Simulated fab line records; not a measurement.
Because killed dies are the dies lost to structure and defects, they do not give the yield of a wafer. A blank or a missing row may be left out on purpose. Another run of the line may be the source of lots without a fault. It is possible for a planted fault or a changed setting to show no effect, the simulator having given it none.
Comparing a struck lot with a sound one / flow berkeley-cmos170 / 20 out of 331 route steps
Sound: the wafers L577.1, L577.3, L577.5. Struck: wafer L585.1. (L585.2, L585.6 of the same lot were not struck and are left out.) The cause comes at the end.
Order at every step that has rows: each side's tool, ch and its chambers, its first start. Under that, the readings that differ: sound wafers / struck wafers / difference of the means / sigmas: that difference in standard deviations of wafers without a fault.
alike: readings whose means differ by less than 2 such deviations, and words and numbers that are the same on both sides. not compared: withheld readings, readings that some wafer has no value for, bounds like >300 that may hide the same value, and numbers for which the record gives no deviation and whose values overlap.
Wherever a step has rows on one side only, a row that says differs or no value, or a row with sigmas, the two part there. When numbers do not overlap yet have no deviation, they are printed without sigmas and do not part them. A reading missing from all wafers of one side parts the sides only when that side holds two or more wafers.

first, 1 step without rows for these wafers: UCB170_NWELL_OXIDATION_01 (target thk 26.4 nm, ox time 1260 s).
UCB170_NWELL_THK_MEAS_02:
  sound: film-metro-01 at day 2 11:40; struck: film-metro-03 at day 3 23:10
  alike: NWELL_OXIDE_THK
then, 2 steps without rows for these wafers: UCB170_NWELL_ANNEAL_03 (time 900 s); UCB170_NWELL_CVD_04 (deposits Si3N4 from SiH2Cl2/NH3, target thk 224 nm, time 3360 s).
UCB170_NWELL_THK_MEAS_05:
  sound: film-metro-04 at day 2 17:26; struck: film-metro-01 at day 4 05:19
  alike: NWELL_NITRIDE_THK
then, 6 steps without rows for these wafers: UCB170_NWELL_HMDS_06 (prime time 60 s); UCB170_NWELL_COAT_07 (resist thk 900 nm); UCB170_NWELL_SOFTBAKE_08 (time 60 s); UCB170_NWELL_EXPOSE_09 (exposes mask NWELL, target cd 3000 nm); UCB170_NWELL_PEB_10; UCB170_NWELL_DEVELOP_11 (develop time 45 s).
UCB170_NWELL_OVL_MEAS_12:
  sound: overlay-01 at day 2 18:37; struck: overlay-01 at day 4 07:13
reading=NWELL_OVL (nm); sound=-1 -13 -14; struck=11; difference=+20; sigmas=+4
UCB170_NWELL_ETCH_13: etches Si3N4 in CH3F/Ar/O2, stops on SiO2, target depth 246.4 nm, time 154 s.
  sound on rie-diel-04 ch 2,3, day 2 18:40; struck on rie-diel-04 ch 0, day 4 07:15
reading=model.KrF_of_NWELL_COAT_07.thk-nm (nm); sound=724.4 727 722.7; struck=606.1; difference=-118.6; sigmas=
  alike: drypump-motor-current-A, oes-product-au, throttle-valve-pct
  not compared: rf-hours-counter-h
next, for these wafers, 1 step has no rows: UCB170_NWELL_IMPLANT_14.
UCB170_NWELL_STRIP_15: strips in O2.
  sound on plasma-asher-03 ch 0,1, day 2 18:55; struck on plasma-asher-03 ch 1, day 4 07:30
reading=strip-time-to-endpoint-s (s); sound=18.09 18.14 18.04; struck=15.32; difference=-2.77; sigmas=-31
  alike: drypump-motor-current-A, oes-product-au
  not compared: rf-hours-counter-h
UCB170_NWELL_TW_MEAS_16:
  sound: film-metro-03 at day 2 19:01; struck: film-metro-04 at day 4 07:36
reading=NWELL_TW; sound=1273 1275 1270; struck=1235; difference=-38; sigmas=-2
then, 1 step without rows for these wafers: UCB170_NWELL_CLEAN_17 (cleans in SPM, time 600 s).
UCB170_NWELL_WET_ETCH_18: etches Si3N4 in H3PO4, time 14400 s.
  sound on wet-bench-02 ch 3, day 2 19:16; struck on wet-bench-01 ch 2, day 4 08:02
reading=model.SiO2_of_NWELL_OXIDATION_01.thk-nm (nm); sound=0 0 0; struck=26.16; difference=+26.16; sigmas=
then, 2 steps without rows for these wafers: UCB170_NWELL_WET_ETCH_19 (etches SiO2 in BOE, time 22 s); UCB170_M3_PROBE_99.

## WHERE THEY PART
Earliest at UCB170_NWELL_OVL_MEAS_12; latest, in this record, at UCB170_NWELL_TW_MEAS_16.

WHY: the cause the simulator had injected
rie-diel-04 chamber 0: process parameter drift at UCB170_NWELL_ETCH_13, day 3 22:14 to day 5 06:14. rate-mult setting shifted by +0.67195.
